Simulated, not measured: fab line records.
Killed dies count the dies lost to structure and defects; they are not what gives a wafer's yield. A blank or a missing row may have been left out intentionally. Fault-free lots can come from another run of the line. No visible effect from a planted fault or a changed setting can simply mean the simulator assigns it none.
A struck lot beside a sound one ; flow rit-cmos ; 20 out of 202 route steps
Sound: these wafers, L404.2, L404.3, L404.6. Wafers L408.1, L408.4, L408.5 were the ones struck. Last of all comes the cause.
For every step that has rows: the tool of each side, followed by ch and its chambers, followed by its first start. Under that, the readings that differ: sound wafers ; struck wafers ; difference of the means ; sigmas: that difference in standard deviations of wafers without a fault.
alike: a reading whose means differ by less than 2 such deviations, as well as words and numbers matching on both sides. not compared: withheld readings; readings where some wafer has no value; bounds like >300 that might hide an equal value; numbers whose values overlap and for which the record gives no deviation.
Wherever a step has rows on one side only, a row that says differs or no value, or a row with sigmas, the two part there. Non-overlapping numbers with no deviation appear without sigmas and do not part them. Lack of a reading on every wafer of one side parts them only where that side has two or more wafers.

first, 4 steps without rows for these wafers: RIT_ACTIVE_SOFTBAKE_07 (time 60 s); RIT_ACTIVE_EXPOSE_08 (exposes mask M1, target cd 1400 nm); RIT_ACTIVE_PEB_09; RIT_ACTIVE_DEVELOP_10 (develop time 50 s).
RIT_ACTIVE_CD_MEAS_11: the cd target is 1400 nm.
  sound on cd-sem-01, day 2 02:14; struck on cd-sem-02, day 2 20:34
  alike: cd-nm
then, 1 step without rows for these wafers: RIT_ACTIVE_HARDBAKE_12 (time 60 s).
RIT_ACTIVE_ETCH_13: etches Si3N4 in SF6, stops on SiO2, time 210 s, target depth 210 nm.
  sound on rie-diel-03 ch 1,3, day 2 02:38; struck on rie-diel-02 ch 1,2, day 2 20:50
  alike: drypump-motor-current-A, oes-product-au, throttle-valve-pct
  not compared: rf-hours-counter-h
RIT_ACTIVE_STRIP_14: strips in O2, time 180 s.
  sound on plasma-asher-01 ch 0,1, day 2 02:47; struck on plasma-asher-01 ch 0,1, day 2 20:58
  alike: drypump-motor-current-A
  not compared: rf-hours-counter-h
RIT_ACTIVE_CD_MEAS_90: the cd target is 1400 nm.
  sound on cd-sem-01, day 2 02:58; struck on cd-sem-01, day 2 21:08
  alike: cd-nm
then, 3 steps without rows for these wafers: RIT_ACTIVE_CLEAN_15 (cleans in SC1, time 600 s); RIT_ACTIVE_CLEAN_16 (cleans in dHF, time 30 s); RIT_ACTIVE_CLEAN_17 (cleans in SC2, time 600 s).
RIT_FOX1_OXIDATION_00: target thk 350.7 nm, ox time 1130 s.
  sound on furnace-03 ch 0, day 2 03:26; struck on furnace-01 ch 0, day 2 23:08
  alike: tube-center-temp-C, tube_center_temp_C_max
RIT_FOX1_THK_MEAS_01:
  sound on film-metro-01, day 2 04:46; struck on film-metro-03, day 3 00:26
reading;sound;struck;difference;sigmas
FOX1_OXIDE_THK (nm);358 353 353;519 512 511;+159;+23
RIT_FOX1_WET_ETCH_02: etches SiO2 in BOE, target depth 350 nm, time 390 s.
  sound on wet-bench-03 ch 0, day 2 04:49; struck on wet-bench-01 ch 2, day 3 00:30
  not compared: model.Si3N4_of_ACTIVE_CVD_03.thk-nm
then, 1 step without rows for these wafers: RIT_FOX2_OXIDATION_00 (target thk 350.7 nm, ox time 1130 s).
RIT_FOX2_THK_MEAS_01:
  sound on film-metro-02, day 2 06:15; struck on film-metro-02, day 3 01:56
  alike: FOX2_OXIDE_THK
RIT_FOX2_CLEAN_02: cleans in dHF, time 180 s.
  sound on wet-bench-03 ch 0, day 2 06:18; struck on wet-bench-03 ch 0, day 3 01:59
  not compared: model.Si3N4_of_ACTIVE_CVD_03.thk-nm
then, 1 step without rows for these wafers: RIT_FOX2_WET_ETCH_03 (etches Si3N4 in H3PO4, target depth 195 nm, time 2700 s).
RIT_M1_PROBE_99:
  sound on prober-02, day 3 20:19; struck on prober-02, day 4 22:10
  alike: killed_at_M0_to_M3, killed-at-contacts, killed-at-front-end, killed-dies, killed-open, killed-short

== WHERE THEY PART ==
At RIT_FOX1_THK_MEAS_01 and nowhere else, as far as this record goes. Later steps at which nothing parts them and some readings are alike: RIT_FOX2_THK_MEAS_01, RIT_M1_PROBE_99.

WHY: the cause the simulator had injected
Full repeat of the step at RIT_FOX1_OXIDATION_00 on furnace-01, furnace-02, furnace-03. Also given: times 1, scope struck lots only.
